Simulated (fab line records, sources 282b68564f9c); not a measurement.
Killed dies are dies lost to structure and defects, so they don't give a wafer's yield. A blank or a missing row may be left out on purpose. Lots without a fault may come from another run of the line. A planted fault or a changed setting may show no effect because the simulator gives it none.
Which tool did it? | flow rit_cmos | 16 lots, 48 wafers sampled, at 2 steps of a route of 202

WHAT THE GAUGES READ, wafer by wafer
RIT_PLDD_OVL_MEAS_06. Usual: PLDD_OVL 1.2 nm, standard deviation 1.5.
lot  | measured    | on         | PLDD_OVL (nm)     | flag
L919 | day 2 19:40 | overlay-02 | 2.7 2.2 0.4       |
L921 | day 3 10:53 | overlay-02 | 1.1 3.1 0.5       |
L923 | day 3 20:50 | overlay-01 | 3.2 3.7 1.3       |
L926 | day 4 14:20 | overlay-02 | 3.1 1.0 1.2       |
L927 | day 4 16:53 | overlay-01 | 0.4 0.1 -0.1      |
L928 | day 4 18:04 | overlay-02 | 1.5 2.0 2.4       |
L929 | day 5 02:36 | overlay-01 | 1.6 -0.1 0.4      |
L930 | day 5 07:10 | overlay-01 | 1.3 0.3 3.6       |
L933 | day 5 22:50 | overlay-01 | 3.0 2.0 -0.8      |
L934 | day 6 04:10 | overlay-02 | 242.6 243.5 243.7 | OFF
L936 | day 6 12:17 | overlay-01 | 243.9 242.1 242.0 | OFF
L937 | day 6 14:35 | overlay-02 | 240.4 242.2 240.6 | OFF
L939 | day 7 03:14 | overlay-01 | -2.5 -1.2 -0.5    |
L940 | day 7 05:47 | overlay-02 | 242.1 243.0 243.5 | OFF
L941 | day 7 11:10 | overlay-01 | 2.6 3.8 3.1       |
L942 | day 7 18:25 | overlay-01 | -0.5 0.0 0.2      |

WHICH TOOL RAN EACH LOT (tool, then ch and the chambers of the sampled wafers, then the start)
lot  | RIT_PLDD_EXPOSE_03
L919 | iline_stepper-02 ch 0, day 2 19:16
L921 | iline_stepper-02 ch 0, day 3 10:30
L923 | iline_stepper-02 ch 0, day 3 20:28
L926 | iline_stepper-01 ch 0, day 4 13:56
L927 | iline_stepper-01 ch 0, day 4 16:29
L928 | iline_stepper-02 ch 0, day 4 17:41
L929 | iline_stepper-01 ch 0, day 5 02:12
L930 | iline_stepper-02 ch 0, day 5 06:46
L933 | iline_stepper-01 ch 0, day 5 22:28
L934 | iline_stepper-02 ch 0, day 6 03:44
L936 | iline_stepper-02 ch 0, day 6 11:53
L937 | iline_stepper-02 ch 0, day 6 14:11
L939 | iline_stepper-01 ch 0, day 7 02:50
L940 | iline_stepper-02 ch 0, day 7 05:25
L941 | iline_stepper-01 ch 0, day 7 10:47
L942 | iline_stepper-01 ch 0, day 7 18:02
- RIT_PLDD_EXPOSE_03: exposes mask M8, target cd 40900 nm.

WHAT THE TOOLS THEMSELVES READ (means of the sampled wafers that have a number; where no wafer has one, the mark that the record gives instead)
The record holds no such reading with a usual standard deviation.

THE ANSWER, worked out from the rows above alone
Rule: a lot is off if the mean of its wafers that have a number lies more than 3 standard deviations from the usual mean. A lot without any number at a reading at which 4 lots or more have one is off too. The other lots that the step has rows for count as sound. The gauges are gone through in route order, then the tools' own readings, and for those a lot's mean is taken as printed above. The first step at which some lot is off is used, and at that step the reading that is off furthest; a lot without a number counts as furthest.
Off: L934, L936, L937, L940, at RIT_PLDD_OVL_MEAS_06 (PLDD_OVL).
A tool fits if, at a process step before that reading, it ran every lot that is off, and no sound lot after the first of them. The gauges at RIT_PLDD_OVL_MEAS_06 are tried like those tools. One fits: iline_stepper-02 at RIT_PLDD_EXPOSE_03. Its last sound lot is L930 (day 5 06:46), its first lot that is off L934 (day 6 03:44): a fault that began between those two fits.

WHAT THE SIMULATOR HAD PUT IN
Scanner matching overlay: iline_stepper-02, from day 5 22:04 on, at RIT_PLDD_EXPOSE_03. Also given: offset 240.
Lots struck among those shown: L934, L936, L937, L940. The rule above found the same.
